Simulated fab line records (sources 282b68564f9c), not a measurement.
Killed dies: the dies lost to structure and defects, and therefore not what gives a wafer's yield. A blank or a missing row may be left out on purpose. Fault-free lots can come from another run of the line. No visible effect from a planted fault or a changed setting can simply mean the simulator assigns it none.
Split-lot study || flow rit-cmos || on a route of 202 steps: 5 lots, 23 wafers read

== ON THE SPLIT ==
At RIT_ACTIVE_EXPOSE_08 (exposes mask M1, target cd 1400 nm), the setting dose-mj was moved away from the recipe's 225 on 5 of the 23 wafers read, by -3.7% to +2.7%. This setting was run at the recipe's value on the other wafers.

== FROM THE SPLIT TO THE READING: what the file shows between them, 6 steps ==
- RIT_ACTIVE_PEB_09
- RIT_ACTIVE_DEVELOP_10: develop time 48.04 s
- RIT_ACTIVE_CD_MEAS_11: target cd 1400 nm
- RIT_ACTIVE_HARDBAKE_12: time 60 s
- RIT_ACTIVE_ETCH_13: etches Si3N4 in SF6, stops on SiO2, time 210 s, target depth 210 nm
- RIT_ACTIVE_STRIP_14: strips in O2, time 180 s

== THE READING ==
cd-nm (nm) at RIT_ACTIVE_CD_MEAS_90, where the cd target is 1400 nm. A value of 1400.0 nm with a standard deviation of 2.3 nm is what fault-free wafers of this fab line usually give.

{"wafer": "L078.1", "tool, chamber at the split": "iline-stepper-01, 0", "dose-mj as run": 231, "against the recipe": "+2.7%", "cd-nm, nm": 1394.0, "against lot-mates on the recipe": -7.6}
{"wafer": "L078.2", "tool, chamber at the split": "iline-stepper-01, 0", "dose-mj as run": 225, "against the recipe": "recipe", "cd-nm, nm": 1400.9, "against lot-mates on the recipe": "-"}
{"wafer": "L078.3", "tool, chamber at the split": "iline-stepper-01, 0", "dose-mj as run": 231, "against the recipe": "+2.7%", "cd-nm, nm": 1395.0, "against lot-mates on the recipe": -6.6}
{"wafer": "L078.5", "tool, chamber at the split": "iline-stepper-01, 0", "dose-mj as run": 231, "against the recipe": "+2.7%", "cd-nm, nm": 1395.9, "against lot-mates on the recipe": -5.7}
{"wafer": "L078.6", "tool, chamber at the split": "iline-stepper-01, 0", "dose-mj as run": 225, "against the recipe": "recipe", "cd-nm, nm": 1402.3, "against lot-mates on the recipe": "-"}
{"wafer": "L079.1", "tool, chamber at the split": "iline-stepper-02, 0", "dose-mj as run": 225, "against the recipe": "recipe", "cd-nm, nm": 1400.1, "against lot-mates on the recipe": "-"}
{"wafer": "L079.2", "tool, chamber at the split": "iline-stepper-02, 0", "dose-mj as run": 225, "against the recipe": "recipe", "cd-nm, nm": 1398.2, "against lot-mates on the recipe": "-"}
{"wafer": "L079.4", "tool, chamber at the split": "iline-stepper-02, 0", "dose-mj as run": 225, "against the recipe": "recipe", "cd-nm, nm": 1398.4, "against lot-mates on the recipe": "-"}
{"wafer": "L079.5", "tool, chamber at the split": "iline-stepper-02, 0", "dose-mj as run": 225, "against the recipe": "recipe", "cd-nm, nm": 1397.3, "against lot-mates on the recipe": "-"}
{"wafer": "L079.6", "tool, chamber at the split": "iline-stepper-02, 0", "dose-mj as run": 225, "against the recipe": "recipe", "cd-nm, nm": 1399.7, "against lot-mates on the recipe": "-"}
{"wafer": "L080.1", "tool, chamber at the split": "iline-stepper-02, 0", "dose-mj as run": 225, "against the recipe": "recipe", "cd-nm, nm": 1401.2, "against lot-mates on the recipe": "-"}
{"wafer": "L080.2", "tool, chamber at the split": "iline-stepper-02, 0", "dose-mj as run": 225, "against the recipe": "recipe", "cd-nm, nm": 1403.8, "against lot-mates on the recipe": "-"}
{"wafer": "L080.3", "tool, chamber at the split": "iline-stepper-02, 0", "dose-mj as run": 225, "against the recipe": "recipe", "cd-nm, nm": 1404.4, "against lot-mates on the recipe": "-"}
{"wafer": "L080.4", "tool, chamber at the split": "iline-stepper-02, 0", "dose-mj as run": 225, "against the recipe": "recipe", "cd-nm, nm": 1399.9, "against lot-mates on the recipe": "-"}
{"wafer": "L080.5", "tool, chamber at the split": "iline-stepper-02, 0", "dose-mj as run": 225, "against the recipe": "recipe", "cd-nm, nm": 1402.1, "against lot-mates on the recipe": "-"}
{"wafer": "L083.1", "tool, chamber at the split": "iline-stepper-01, 0", "dose-mj as run": 216.6, "against the recipe": "-3.7%", "cd-nm, nm": 1407.9, "against lot-mates on the recipe": "+8.9"}
{"wafer": "L083.2", "tool, chamber at the split": "iline-stepper-01, 0", "dose-mj as run": 225, "against the recipe": "recipe", "cd-nm, nm": 1398.5, "against lot-mates on the recipe": "-"}
{"wafer": "L083.3", "tool, chamber at the split": "iline-stepper-01, 0", "dose-mj as run": 225, "against the recipe": "recipe", "cd-nm, nm": 1400.3, "against lot-mates on the recipe": "-"}
{"wafer": "L083.4", "tool, chamber at the split": "iline-stepper-01, 0", "dose-mj as run": 216.6, "against the recipe": "-3.7%", "cd-nm, nm": 1408.8, "against lot-mates on the recipe": "+9.8"}
{"wafer": "L083.6", "tool, chamber at the split": "iline-stepper-01, 0", "dose-mj as run": 225, "against the recipe": "recipe", "cd-nm, nm": 1398.2, "against lot-mates on the recipe": "-"}
{"wafer": "L084.1", "tool, chamber at the split": "iline-stepper-01, 0", "dose-mj as run": 225, "against the recipe": "recipe", "cd-nm, nm": 1400.3, "against lot-mates on the recipe": "-"}
{"wafer": "L084.4", "tool, chamber at the split": "iline-stepper-01, 0", "dose-mj as run": 225, "against the recipe": "recipe", "cd-nm, nm": 1399.5, "against lot-mates on the recipe": "-"}
{"wafer": "L084.6", "tool, chamber at the split": "iline-stepper-01, 0", "dose-mj as run": 225, "against the recipe": "recipe", "cd-nm, nm": 1400.6, "against lot-mates on the recipe": "-"}

FIT RESULTS
A straight line over all 23 wafers: cd-nm changes by -2.09 nm for each +1% of dose-mj; r = -0.87; the points scatter about the line by 1.8 nm.
The same after taking each lot's own level away (the mean of its wafers on the recipe; 23 wafers): -2.5 nm for each +1%; r = -0.96; scatter 1.1 nm.
According to that fit, moving dose-mj by its largest amount changes the reading by 9.3 nm.
The lots' own levels span 1398.74 to 1402.28 nm, that is 1.5 times the standard deviation above.
In other words, the slope is changed by the lot-to-lot level; the two fits disagree.
Check: for one of the wafers moved furthest among these (-3.7%), held out of the fit, the line's prediction against its lot-mates is +9.54 nm. It came out at +8.9 nm against them.

== THESE WAFERS: OTHER SPLITS ==
These wafers also went through other splits before the reading. Each is held against what the fit with the lots' levels taken away leaves over:
{"other split on the same wafers": "RIT_ACTIVE_COAT_06 resist-thk-nm", "wafers away from the commonest value": 7, "r with cd-nm (lot level and that fit taken away)": "+0.47"}

== THE WHOLE CHAIN: every reading that the file lists as answering this split, in the file's order ==
{"step": "RIT_ACTIVE_DEVELOP_10", "what it does": "develop time 48.04 s", "reading": "ACTIVE.cd-nm (the simulator's own value, which no gauge read)", "change (the file's fit)": "-2.48 nm for each +1% of the setting", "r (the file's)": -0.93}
{"step": "RIT_ACTIVE_CD_MEAS_11", "what it does": "target cd 1400 nm", "reading": "cd-nm", "change (the file's fit)": "-2.47 nm for each +1% of the setting", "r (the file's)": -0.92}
{"step": "RIT_ACTIVE_CD_MEAS_90", "what it does": "target cd 1400 nm", "reading": "cd-nm", "change (the file's fit)": "-2.5 nm for each +1% of the setting", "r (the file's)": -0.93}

== FILE'S OWN FIT ==
cd-nm changes by -2.5 nm for each +1% of dose-mj, r = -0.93.
